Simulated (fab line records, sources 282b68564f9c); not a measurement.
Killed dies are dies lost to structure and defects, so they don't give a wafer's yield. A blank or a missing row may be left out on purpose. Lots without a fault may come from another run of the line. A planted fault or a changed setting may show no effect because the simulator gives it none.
Which tool did it? | flow rit_cmos | 14 lots, 42 wafers sampled, at 1 step of a route of 202

WHAT THE GAUGES READ, wafer by wafer
The record holds no reading of a measuring or inspecting step that can be judged against a usual standard deviation.

WHICH TOOL RAN EACH LOT (tool, then ch and the chambers of the sampled wafers, then the start)
lot  | RIT_PLDD_DEVELOP_05
L999 | litho_track-01 ch 0, day 3 08:00
L100 | litho_track-01 ch 0, day 3 12:00
L102 | litho_track-01 ch 0, day 3 21:00
L107 | litho_track-01, day 5 03:00
L108 | litho_track-03, day 5 03:00
L110 | litho_track-01 ch 0, day 5 15:00
L113 | litho_track-03 ch 0, day 6 01:00
L114 | litho_track-04 ch 0, day 6 04:00
L115 | litho_track-03 ch 0, day 6 15:00
L116 | litho_track-03 ch 0, day 6 23:00
L117 | litho_track-03 ch 0, day 7 01:00
L118 | litho_track-04 ch 0, day 7 04:00
L120 | litho_track-04 ch 0, day 7 14:00
L121 | litho_track-04 ch 0, day 7 20:00
- RIT_PLDD_DEVELOP_05: develop time 50 s.

WHAT THE TOOLS THEMSELVES READ (means of the sampled wafers that have a number; where no wafer has one, the mark that the record gives instead)
RIT_PLDD_DEVELOP_05. Usual: chill_plate_temp_C 22.99 C, standard deviation 0.12.
lot  | tool           | chill_plate_temp_C (C) | flag
L999 | litho_track-01 | 23.07                  |
L100 | litho_track-01 | 23.22                  |
L102 | litho_track-01 | 22.97                  |
L107 | litho_track-01 | -                      | OFF
L108 | litho_track-03 | -                      | OFF
L110 | litho_track-01 | 22.92                  |
L113 | litho_track-03 | 22.88                  |
L114 | litho_track-04 | 22.97                  |
L115 | litho_track-03 | 22.95                  |
L116 | litho_track-03 | 22.91                  |
L117 | litho_track-03 | 23.00                  |
L118 | litho_track-04 | 22.87                  |
L120 | litho_track-04 | 23.11                  |
L121 | litho_track-04 | 22.95                  |

THE ANSWER, worked out from the rows above alone
Rule: a lot is off if the mean of its wafers that have a number lies more than 3 standard deviations from the usual mean. A lot without any number at a reading at which 4 lots or more have one is off too. The other lots that the step has rows for count as sound. The gauges are gone through in route order, then the tools' own readings, and for those a lot's mean is taken as printed above. The first step at which some lot is off is used, and at that step the reading that is off furthest; a lot without a number counts as furthest.
Off: L107, L108, at RIT_PLDD_DEVELOP_05 (chill_plate_temp_C). Without a number there: L107, L108.
A tool fits if, at that step or a process step before it, it ran every lot that is off, and no sound lot after the first of them. None of those tried fits.

WHAT THE SIMULATOR HAD PUT IN
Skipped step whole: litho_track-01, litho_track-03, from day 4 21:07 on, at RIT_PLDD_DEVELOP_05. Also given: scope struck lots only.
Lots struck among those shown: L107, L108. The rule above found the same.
